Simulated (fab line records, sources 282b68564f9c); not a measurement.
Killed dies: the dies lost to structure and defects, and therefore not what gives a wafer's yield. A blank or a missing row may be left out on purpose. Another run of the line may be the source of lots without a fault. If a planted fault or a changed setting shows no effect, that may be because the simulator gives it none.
Comparing a struck lot with a sound one    flow rit cmos    14 out of 202 route steps
Sound: these wafers, L270.1, L270.3, L270.4. The struck wafers were L277.1, L277.2, L277.4. At the end, the cause is stated.
Each step with rows lists, per side, the tool, then ch with its chambers, then its first start. Under that, the readings that differ: sound wafers    struck wafers    difference of the means    sigmas: that difference in standard deviations of wafers without a fault.
alike: same words and numbers on both sides, and readings whose means sit less than 2 such deviations apart. not compared: any withheld reading, any reading some wafer has no value for, any bound like >300 that may hide the same value, and any number with overlapping values for which the record gives no deviation.
A row with sigmas, a row that says differs or no value, or rows on one side alone: a step with any of these is where the two part. When numbers do not overlap yet have no deviation, they are printed without sigmas and do not part them. A reading that every wafer of one side lacks parts them only if that side has two wafers or more.

first, 3 steps without rows for these wafers: RIT_NRETRO_EXPOSE_03 (exposes mask M4, target cd 43900 nm); RIT_NRETRO_PEB_04; RIT_NRETRO_DEVELOP_05 (develop time 68 s).
RIT_NRETRO_OVL_MEAS_06:
  sound on overlay-02 at day 3 18:08; struck on overlay-01 at day 5 03:37
  alike: NRETRO_OVL
then, 2 steps without rows for these wafers: RIT_NRETRO_HARDBAKE_07 (time 120 s); RIT_NRETRO_IMPLANT_08.
RIT_NRETRO_STRIP_09: strips in O2, time 180 s.
  sound on plasma asher-02 ch 0,1, day 3 18:35; struck on plasma asher-03 ch 0,1, day 5 04:02
  alike: drypump motor current A
  not compared: rf hours counter h
RIT_NRETRO_TW_MEAS_10:
  sound on film metro-02 at day 3 18:45; struck on film metro-01 at day 5 04:13
reading    sound           struck          difference  sigmas
NRETRO_TW  1066 1060 1062  1051 1053 1045  -13         -3
then, 4 steps without rows for these wafers: RIT_PRETRO_HMDS_00 (prime time 60 s); RIT_PRETRO_COAT_01 (resist thk 1300 nm); RIT_PRETRO_SOFTBAKE_02 (time 60 s); RIT_PRETRO_EXPOSE_03 (exposes mask M5, target cd 43700 nm).
RIT_PRETRO_PEB_04:
  sound on litho track-03 ch 0, day 3 19:25; struck on litho track-03, day 5 04:58
reading          sound           struck  difference                     sigmas
exhaust pa (Pa)  46.5 45.4 45.9  - - -   no value on the struck wafers  
  not compared: chill plate temp C
then, 1 step without rows for these wafers: RIT_PRETRO_DEVELOP_05 (develop time 64.65 s).

## WHERE THEY PART
Last at RIT_PRETRO_PEB_04 as far as this record goes, first at RIT_NRETRO_TW_MEAS_10.

WHY: what had been put in by the simulator
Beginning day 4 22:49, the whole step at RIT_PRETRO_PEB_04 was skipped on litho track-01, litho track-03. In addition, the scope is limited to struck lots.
